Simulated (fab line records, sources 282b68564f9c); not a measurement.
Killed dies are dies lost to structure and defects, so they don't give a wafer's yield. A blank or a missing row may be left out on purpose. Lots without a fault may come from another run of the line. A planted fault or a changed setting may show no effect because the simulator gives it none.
Which tool did it? | flow rit_cmos | 14 lots, 42 wafers sampled, at 5 steps of a route of 202

WHAT THE GAUGES READ, wafer by wafer
RIT_FOX2_THK_MEAS_01.
lot  | measured    | on            | FOX2_OXIDE_THK (nm)
L256 | day 1 20:40 | film_metro-04 | 347 351 349
L257 | day 2 04:40 | film_metro-02 | 345 344 341
L259 | day 2 10:05 | film_metro-04 | 344 344 347
L260 | day 2 17:55 | film_metro-01 | 360 355 359
L261 | day 2 21:55 | film_metro-01 | 352 346 349
L264 | day 3 16:42 | film_metro-04 | 341 346 343
L266 | day 4 01:24 | film_metro-01 | 360 356 360
L268 | day 4 11:36 | film_metro-02 | 356 352 356
L270 | day 4 17:59 | film_metro-04 | 345 345 344
L271 | day 5 00:23 | film_metro-01 | 350 349 354
L275 | day 5 19:52 | film_metro-02 | 349 348 353
L276 | day 6 02:14 | film_metro-02 | 349 349 353
L277 | day 6 06:46 | film_metro-04 | 341 341 341
L279 | day 6 14:11 | film_metro-02 | 334 332 333

RIT_NWELL_OVL_MEAS_06.
lot  | measured    | on         | NWELL_OVL (nm)
L256 | day 1 22:41 | overlay-02 | 0.4 0.4 1.4
L257 | day 2 06:29 | overlay-01 | 0.2 -0.1 0.1
L259 | day 2 11:57 | overlay-02 | -0.2 0.8 0.9
L260 | day 2 20:29 | overlay-02 | 1.0 -2.1 -1.3
L261 | day 2 23:52 | overlay-02 | -0.2 -1.6 -1.1
L264 | day 3 19:21 | overlay-01 | 1.9 2.0 -0.2
L266 | day 4 03:13 | overlay-02 | -0.4 -1.8 -1.7
L268 | day 4 14:21 | overlay-01 | -0.6 0.1 -0.2
L270 | day 4 20:14 | overlay-01 | -0.6 0.2 -0.2
L271 | day 5 02:49 | overlay-01 | 0.2 -0.5 -1.7
L275 | day 5 22:48 | overlay-02 | -0.6 0.8 0.3
L276 | day 6 04:49 | overlay-02 | 0.9 3.1 0.6
L277 | day 6 08:53 | overlay-02 | -0.6 -1.5 2.4
L279 | day 6 16:07 | overlay-02 | 2.0 0.2 1.0

RIT_PRETRO_OVL_MEAS_06.
lot  | measured    | on         | PRETRO_OVL (nm)
L256 | day 2 09:05 | overlay-02 | -0.3 -2.2 -1.4
L257 | day 2 16:35 | overlay-02 | -1.5 0.1 -0.2
L259 | day 3 00:06 | overlay-02 | 0.1 0.0 -0.1
L260 | day 3 08:55 | overlay-02 | -2.6 -1.7 -0.4
L261 | day 3 12:58 | overlay-02 | -1.7 -1.2 0.7
L264 | day 4 06:06 | overlay-02 | -1.9 0.6 0.2
L266 | day 4 13:43 | overlay-01 | -0.8 -1.6 -1.7
L268 | day 5 01:20 | overlay-02 | -0.5 -0.9 -0.2
L270 | day 5 07:25 | overlay-02 | -2.2 -0.9 0.2
L271 | day 5 13:13 | overlay-01 | -0.8 -2.1 1.0
L275 | day 6 10:58 | overlay-02 | 1.1 -0.6 2.1
L276 | day 6 15:20 | overlay-01 | -0.7 1.5 -0.3
L277 | day 6 20:28 | overlay-01 | 0.7 -1.8 -0.7
L279 | day 7 02:37 | overlay-02 | -0.5 0.7 -0.3

RIT_PRETRO_TW_MEAS_10.
lot  | measured    | on            | PRETRO_TW
L256 | day 2 09:42 | film_metro-04 | 482 485 481
L257 | day 2 17:12 | film_metro-03 | 475 478 479
L259 | day 3 00:43 | film_metro-02 | 473 474 472
L260 | day 3 09:32 | film_metro-03 | 482 481 481
L261 | day 3 13:34 | film_metro-02 | 472 478 472
L264 | day 4 06:47 | film_metro-04 | 483 483 485
L266 | day 4 14:27 | film_metro-04 | 483 483 486
L268 | day 5 02:03 | film_metro-04 | 480 483 481
L270 | day 5 08:01 | film_metro-02 | 521 521 524
L271 | day 5 13:49 | film_metro-02 | 523 520 521
L275 | day 6 11:34 | film_metro-04 | 485 479 484
L276 | day 6 15:57 | film_metro-03 | 482 483 483
L277 | day 6 21:04 | film_metro-02 | 480 474 475
L279 | day 7 03:13 | film_metro-03 | 478 481 481

WHICH TOOL RAN EACH LOT (tool, then ch and the chambers of the sampled wafers, then the start)
lot  | RIT_PRETRO_IMPLANT_08
L256 | implanter-02 ch 0, day 2 09:23
L257 | implanter-01 ch 0, day 2 16:52
L259 | implanter-03 ch 0, day 3 00:25
L260 | implanter-02 ch 0, day 3 09:13
L261 | implanter-03 ch 0, day 3 13:15
L264 | implanter-02 ch 0, day 4 06:28
L266 | implanter-03 ch 0, day 4 14:07
L268 | implanter-02 ch 0, day 5 01:44
L270 | implanter-02 ch 0, day 5 07:42
L271 | implanter-02 ch 0, day 5 13:29
L275 | implanter-01 ch 0, day 6 11:14
L276 | implanter-01 ch 0, day 6 15:38
L277 | implanter-01 ch 0, day 6 20:44
L279 | implanter-03 ch 0, day 7 02:54
- RIT_PRETRO_IMPLANT_08

WHAT THE TOOLS THEMSELVES READ (means of the sampled wafers that have a number; where no wafer has one, the mark that the record gives instead)
RIT_PRETRO_IMPLANT_08.
lot  | tool         | beam_energy_keV | dose_ions_cm2 | faraday_current_uA
L256 | implanter-02 | 45.025          | 1.2025e+13    | 37.1
L257 | implanter-01 | 44.994          | 1.1991e+13    | 38.0
L259 | implanter-03 | 44.996          | 1.2004e+13    | 38.0
L260 | implanter-02 | 45.007          | 1.1994e+13    | 37.9
L261 | implanter-03 | 44.993          | 1.2012e+13    | 39.1
L264 | implanter-02 | 45.001          | 1.1996e+13    | 37.8
L266 | implanter-03 | 45.000          | 1.2002e+13    | 37.5
L268 | implanter-02 | 44.998          | 1.2004e+13    | 37.8
L270 | implanter-02 | 45.004          | 1.6313e+13    | 51.8
L271 | implanter-02 | 45.015          | 1.6324e+13    | 51.7
L275 | implanter-01 | 44.999          | 1.2004e+13    | 38.2
L276 | implanter-01 | 45.011          | 1.1999e+13    | 37.4
L277 | implanter-01 | 45.012          | 1.2009e+13    | 38.2
L279 | implanter-03 | 44.981          | 1.1998e+13    | 37.8

THE ANSWER, worked out from the rows above alone
Rule: what is usual is taken from the lots themselves. Put in order of their means at a reading, lots are off if they are a third of the lots or fewer, leave a main group of 4 or more, and stand apart from it by a gap of 3 or more times the standard deviation of the main group's means; of several such gaps the widest counts. A main group whose means are all the same, to the digits that the tables above print for the reading, isn't used. A lot without any number at a reading at which 4 lots or more have one is off too. The other lots that the step has rows for count as sound. The gauges are gone through in route order, then the tools' own readings, and for those a lot's mean is taken as printed above. The first step at which some lot is off is used, and at that step the reading that is off furthest; a lot without a number counts as furthest.
Off: L270, L271, at RIT_PRETRO_TW_MEAS_10 (PRETRO_TW). The main group: mean 480, standard deviation 3.6.
A tool fits if, at a process step before that reading, it ran every lot that is off, and no sound lot after the first of them. The gauges at RIT_PRETRO_TW_MEAS_10 aren't tried: what is off there is off at RIT_PRETRO_IMPLANT_08 too, on other tools, and a gauge's error can't cause that. One fits: implanter-02 at RIT_PRETRO_IMPLANT_08. Its last sound lot is L268 (day 5 01:44), its first lot that is off L270 (day 5 07:42): a fault that began between those two fits.
The tool's own readings at RIT_PRETRO_IMPLANT_08 bear it out: on the lots that are off they differ by more than 5 times the standard deviation of the sound lots' means. dose_ions_cm2 reads 1.6318e+13 there against 1.2003e+13 on the sound lots; faraday_current_uA reads 51.8 there against 37.9 on the sound lots.

WHAT THE SIMULATOR HAD PUT IN
Process parameter drift: implanter-02, from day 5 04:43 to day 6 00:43, at RIT_PRETRO_IMPLANT_08. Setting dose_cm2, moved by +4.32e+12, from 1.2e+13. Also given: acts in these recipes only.
Lots struck among those shown: L270, L271. The rule above found the same.
